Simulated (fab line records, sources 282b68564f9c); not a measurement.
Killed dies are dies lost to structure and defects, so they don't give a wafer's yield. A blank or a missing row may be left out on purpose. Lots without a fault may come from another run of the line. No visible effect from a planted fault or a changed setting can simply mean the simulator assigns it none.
A sampling plan put to the test ; flow rit-cmos ; one line in one fab, 30 faults in these records, each fault weighed on the records of the lots it struck
Plan = the line's own looks (route steps where a gauge or an inspection reads the wafer without altering it). A look can be judged if struck wafers have a number there and the file gives its usual mean and standard deviation on fault-free wafers. Caught: 4 or more of those standard deviations (sigma) separate the usual mean from the mean of the struck wafers at a look after the fault's first step. On the tool: the same test on the tool's own readings at the fault's steps. Another recipe on the struck wafers, or a record that is blank for them alone, also counts as caught.

THE FAULTS, as the simulator had put them in
1. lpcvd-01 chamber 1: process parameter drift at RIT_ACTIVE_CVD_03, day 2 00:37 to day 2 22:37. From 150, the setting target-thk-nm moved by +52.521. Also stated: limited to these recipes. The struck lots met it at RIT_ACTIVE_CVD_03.
2. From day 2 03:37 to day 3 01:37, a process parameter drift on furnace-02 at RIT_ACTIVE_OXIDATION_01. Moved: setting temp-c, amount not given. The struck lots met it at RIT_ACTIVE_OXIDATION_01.
3. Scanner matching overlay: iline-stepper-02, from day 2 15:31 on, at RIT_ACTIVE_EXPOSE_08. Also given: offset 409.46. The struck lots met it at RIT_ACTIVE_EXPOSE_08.
4. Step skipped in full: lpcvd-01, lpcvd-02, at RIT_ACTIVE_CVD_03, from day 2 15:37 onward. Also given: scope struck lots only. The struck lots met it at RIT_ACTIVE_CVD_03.
5. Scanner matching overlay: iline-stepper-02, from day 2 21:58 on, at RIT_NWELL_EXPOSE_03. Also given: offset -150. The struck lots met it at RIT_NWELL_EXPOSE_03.
6. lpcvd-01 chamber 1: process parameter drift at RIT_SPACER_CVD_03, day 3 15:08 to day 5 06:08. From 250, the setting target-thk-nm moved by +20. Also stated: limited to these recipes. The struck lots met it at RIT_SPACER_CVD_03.
7. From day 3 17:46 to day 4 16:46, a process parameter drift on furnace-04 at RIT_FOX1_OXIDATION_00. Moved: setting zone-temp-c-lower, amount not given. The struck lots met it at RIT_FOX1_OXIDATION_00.
8. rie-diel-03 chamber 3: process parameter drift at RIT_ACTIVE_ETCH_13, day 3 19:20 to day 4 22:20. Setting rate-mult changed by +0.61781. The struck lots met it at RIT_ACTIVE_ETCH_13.
9. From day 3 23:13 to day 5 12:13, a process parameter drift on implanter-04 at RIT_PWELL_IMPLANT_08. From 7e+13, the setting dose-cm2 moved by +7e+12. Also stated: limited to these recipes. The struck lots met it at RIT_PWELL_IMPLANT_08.
10. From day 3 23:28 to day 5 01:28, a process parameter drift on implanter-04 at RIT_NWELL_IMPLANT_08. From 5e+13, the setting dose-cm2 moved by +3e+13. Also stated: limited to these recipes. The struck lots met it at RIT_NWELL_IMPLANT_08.
11. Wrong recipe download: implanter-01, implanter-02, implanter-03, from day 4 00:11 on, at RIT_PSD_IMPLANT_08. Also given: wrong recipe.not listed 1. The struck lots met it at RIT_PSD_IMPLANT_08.
12. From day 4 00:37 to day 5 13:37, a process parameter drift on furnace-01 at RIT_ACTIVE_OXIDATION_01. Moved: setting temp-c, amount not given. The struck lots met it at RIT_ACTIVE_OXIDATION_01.
13. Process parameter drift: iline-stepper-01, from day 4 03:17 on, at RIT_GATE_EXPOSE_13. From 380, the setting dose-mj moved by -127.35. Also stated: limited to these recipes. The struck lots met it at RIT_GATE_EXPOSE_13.
14. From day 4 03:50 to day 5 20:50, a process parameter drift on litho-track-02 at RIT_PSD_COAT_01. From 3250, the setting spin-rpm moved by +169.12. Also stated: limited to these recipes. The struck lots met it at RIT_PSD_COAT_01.
15. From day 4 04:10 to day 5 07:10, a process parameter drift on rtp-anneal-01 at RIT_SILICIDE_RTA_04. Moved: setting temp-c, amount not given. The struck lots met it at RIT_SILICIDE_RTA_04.
16. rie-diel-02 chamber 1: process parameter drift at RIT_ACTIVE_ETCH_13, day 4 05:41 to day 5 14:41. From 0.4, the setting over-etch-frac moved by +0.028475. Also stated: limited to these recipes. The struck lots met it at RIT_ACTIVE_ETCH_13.
17. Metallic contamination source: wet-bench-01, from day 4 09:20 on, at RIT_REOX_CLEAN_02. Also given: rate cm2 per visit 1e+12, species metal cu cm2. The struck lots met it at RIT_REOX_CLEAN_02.
18. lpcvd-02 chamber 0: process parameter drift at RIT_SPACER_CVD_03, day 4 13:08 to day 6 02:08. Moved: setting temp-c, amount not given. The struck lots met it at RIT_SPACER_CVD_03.
19. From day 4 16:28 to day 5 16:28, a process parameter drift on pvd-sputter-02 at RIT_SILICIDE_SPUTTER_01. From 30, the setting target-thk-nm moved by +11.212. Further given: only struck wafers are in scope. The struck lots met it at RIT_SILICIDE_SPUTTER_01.
20. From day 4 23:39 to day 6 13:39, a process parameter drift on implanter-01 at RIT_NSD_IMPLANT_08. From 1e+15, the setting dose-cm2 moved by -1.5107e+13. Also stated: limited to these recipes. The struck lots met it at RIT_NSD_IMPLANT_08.
21. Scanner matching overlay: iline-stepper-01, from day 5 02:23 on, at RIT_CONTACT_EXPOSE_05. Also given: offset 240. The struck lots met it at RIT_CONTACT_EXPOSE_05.
22. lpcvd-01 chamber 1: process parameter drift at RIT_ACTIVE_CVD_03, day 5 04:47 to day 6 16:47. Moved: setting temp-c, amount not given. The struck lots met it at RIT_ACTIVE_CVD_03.
23. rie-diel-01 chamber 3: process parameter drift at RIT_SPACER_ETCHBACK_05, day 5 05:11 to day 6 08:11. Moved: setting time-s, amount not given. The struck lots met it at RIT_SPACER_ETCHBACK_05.
24. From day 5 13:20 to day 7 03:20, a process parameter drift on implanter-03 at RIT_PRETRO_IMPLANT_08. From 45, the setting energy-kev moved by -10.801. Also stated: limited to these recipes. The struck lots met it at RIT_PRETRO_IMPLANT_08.
25. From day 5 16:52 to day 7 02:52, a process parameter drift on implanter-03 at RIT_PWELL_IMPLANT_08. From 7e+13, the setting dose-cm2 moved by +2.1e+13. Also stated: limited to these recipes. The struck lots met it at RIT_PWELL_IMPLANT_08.
26. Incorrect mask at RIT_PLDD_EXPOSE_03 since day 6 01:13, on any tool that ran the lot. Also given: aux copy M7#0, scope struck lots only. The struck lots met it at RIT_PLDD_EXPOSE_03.
27. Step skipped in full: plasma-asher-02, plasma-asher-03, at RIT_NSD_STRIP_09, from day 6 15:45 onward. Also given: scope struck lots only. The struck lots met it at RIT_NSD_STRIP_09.
28. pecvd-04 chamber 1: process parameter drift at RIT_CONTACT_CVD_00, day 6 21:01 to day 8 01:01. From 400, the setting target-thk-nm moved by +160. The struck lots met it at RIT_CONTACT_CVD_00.
29. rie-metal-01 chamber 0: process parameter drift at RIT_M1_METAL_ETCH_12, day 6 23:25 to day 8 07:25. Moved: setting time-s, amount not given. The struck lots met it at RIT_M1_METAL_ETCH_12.
30. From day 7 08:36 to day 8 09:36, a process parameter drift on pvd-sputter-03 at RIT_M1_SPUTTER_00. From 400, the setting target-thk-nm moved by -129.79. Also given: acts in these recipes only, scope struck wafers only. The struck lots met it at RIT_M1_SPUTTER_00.

WHAT THE PLAN SAW
fault;on the tool itself;first look that catches it;reading, sigma;median hours from its first step to that look;hours from the fault's start to the first struck lot there;judged looks passed uncaught
1;under 2 sigma;RIT_ACTIVE_THK_MEAS_04;ACTIVE_NITRIDE_THK +30;1.4;9;0
2;tube-center-temp-C -99 or beyond sigma;RIT_ACTIVE_THK_MEAS_02;ACTIVE_OXIDE_THK -11;1.9;4;0
3;no reading that can be judged;none of the 7 looks that can be judged after it;-;-;-;7
4;the tool's record is blank for the struck wafers;no look after it can be judged;-;-;-;0
5;no reading that can be judged;RIT_NWELL_OVL_MEAS_06;NWELL_OVL -99 or beyond;0.4;17;0
6;under 2 sigma;RIT_SPACER_THK_MEAS_04;SPACER_NITRIDE_THK +11;1.9;4;0
7;under 2 sigma;RIT_FOX1_THK_MEAS_01;FOX1_OXIDE_THK -6.7;1.3;6;0
8;under 2 sigma;no look after it can be judged;-;-;-;0
9;dose-ions-cm2 +99 or beyond sigma;RIT_PWELL_TW_MEAS_10;PWELL_TW +5.7;0.3;7;0
10;dose-ions-cm2 +99 or beyond sigma;RIT_NWELL_TW_MEAS_10;NWELL_TW +37;0.3;5;0
11;no reading that can be judged;RIT_SDANNEAL_RS_MEAS_04;PSD_RS -99 or beyond;0.8;3;0
12;tube-center-temp-C -99 or beyond sigma;RIT_ACTIVE_THK_MEAS_02;ACTIVE_OXIDE_THK -11;1.9;4;0
13;exposure-dose-mJ-cm2 -99 or beyond sigma;RIT_GATE_CD_MEAS_16;cd-nm +85;0.5;3;0
14;spin-speed-rpm +74 sigma;not the one look that can be judged after it;-;-;-;1
15;under 2 sigma;none of the 8 looks that can be judged after it;-;-;-;8
16;under 2 sigma;none of the 4 looks that can be judged after it;-;-;-;4
17;no reading that can be judged;none of the 6 looks that can be judged after it;-;-;-;6
18;susceptor-temp-C +99 or beyond sigma;RIT_SPACER_THK_MEAS_04;SPACER_NITRIDE_THK +78;2.9;11;0
19;under 2 sigma;RIT_SILICIDE_RS_MEAS_02;SILICIDE_TI_RS -20;0.2;8;0
20;dose-ions-cm2 -13 sigma;none of the 2 looks that can be judged after it;strongest: NSD_RS at RIT_SDANNEAL_RS_MEAS_05, +3.6;-;-;2
21;no reading that can be judged;RIT_CONTACT_OVL_MEAS_09;CONTACT_OVL +99 or beyond;0.6;17;0
22;susceptor-temp-C +43 sigma;RIT_ACTIVE_THK_MEAS_04;ACTIVE_NITRIDE_THK +25;1.5;9;0
23;run-length-s +99 or beyond sigma;none of the 7 looks that can be judged after it;-;-;-;7
24;beam-energy-keV -99 or beyond sigma;RIT_PRETRO_TW_MEAS_10;PRETRO_TW -9.9;0.3;4;0
25;dose-ions-cm2 +99 or beyond sigma;RIT_PWELL_TW_MEAS_10;PWELL_TW +19;0.3;3;0
26;no reading that can be judged;RIT_PLDD_TW_MEAS_10;PLDD_TW -99 or beyond;0.9;3;0
27;the tool's record is blank for the struck wafers;RIT_PSD_TW_MEAS_10;PSD_TW -99 or beyond;1.7;5;0
28;under 2 sigma;RIT_CONTACT_THK_MEAS_01;CONTACT_TEOS_THK +30;0.1;5;0
29;run-length-s +90 sigma;RIT_M1_CD_MEAS_90;cd-nm -4.0;0.5;4;0
30;under 2 sigma;RIT_M1_RS_MEAS_01;M1_AL_RS +47;0.3;4;0
A dash: this means the fault isn't caught or the number doesn't appear in these records.

Caught at a look: 21 of 30. Caught on the tool: 15 of 30. By one or the other: 25 of 30.
Faults 4, 14, 20, 23 were caught on the tool alone.
Caught at a look alone: faults 1, 5, 6, 7, 11, 19, 21, 26, 28, 30.
Caught by neither: faults 3, 8, 15, 16, 17.

THINNER SAMPLING
If the look that catches a fault measured only every second or every third lot, by lot number, the first struck lot would be measured this late in the worst case:
fault;struck lots at that look, in order of time;every lot;every second lot;every third lot
1;L680;9 h;may miss it;may miss it
2;L988, L991;4 h;19 h;may miss all 2
5;L437, L438, L439;17 h;20 h;29 h
6;L209, L210;4 h;8 h;may miss all 2
7;L212;6 h;may miss it;may miss it
9;L444, L449;7 h;33 h;may miss all 2
10;L602, L603, L604;5 h;10 h;25 h
11;L711, L712, L713, L714;3 h;8 h;15 h
12;L941, L944;4 h;20 h;may miss all 2
13;L673, L675;3 h;may miss all 2;may miss all 2
18;L152;11 h;may miss it;may miss it
19;L426;8 h;may miss it;may miss it
21;L509, L512;17 h;39 h;may miss all 2
22;L755;9 h;may miss it;may miss it
24;L614, L616;4 h;may miss all 2;may miss all 2
25;L648, L652;3 h;may miss all 2;may miss all 2
26;L458;3 h;may miss it;may miss it
27;L172, L173;5 h;8 h;may miss all 2
28;L540, L543;5 h;17 h;may miss all 2
29;L474, L476;4 h;may miss all 2;may miss all 2
30;L458, L460;4 h;may miss all 2;may miss all 2
Hours count from the start of the fault until the first struck lot that is measured. 4 sigma limit: tested on the pooled struck wafers, so a lone lot may be under it. Other struck lots may not be in these records.

THE LONGEST TIMED WAY FROM STEP TO LOOK
In fault 18, a median of 2.9 hours elapses between RIT_SPACER_CVD_03 and RIT_SPACER_THK_MEAS_04. No look between them can be judged.
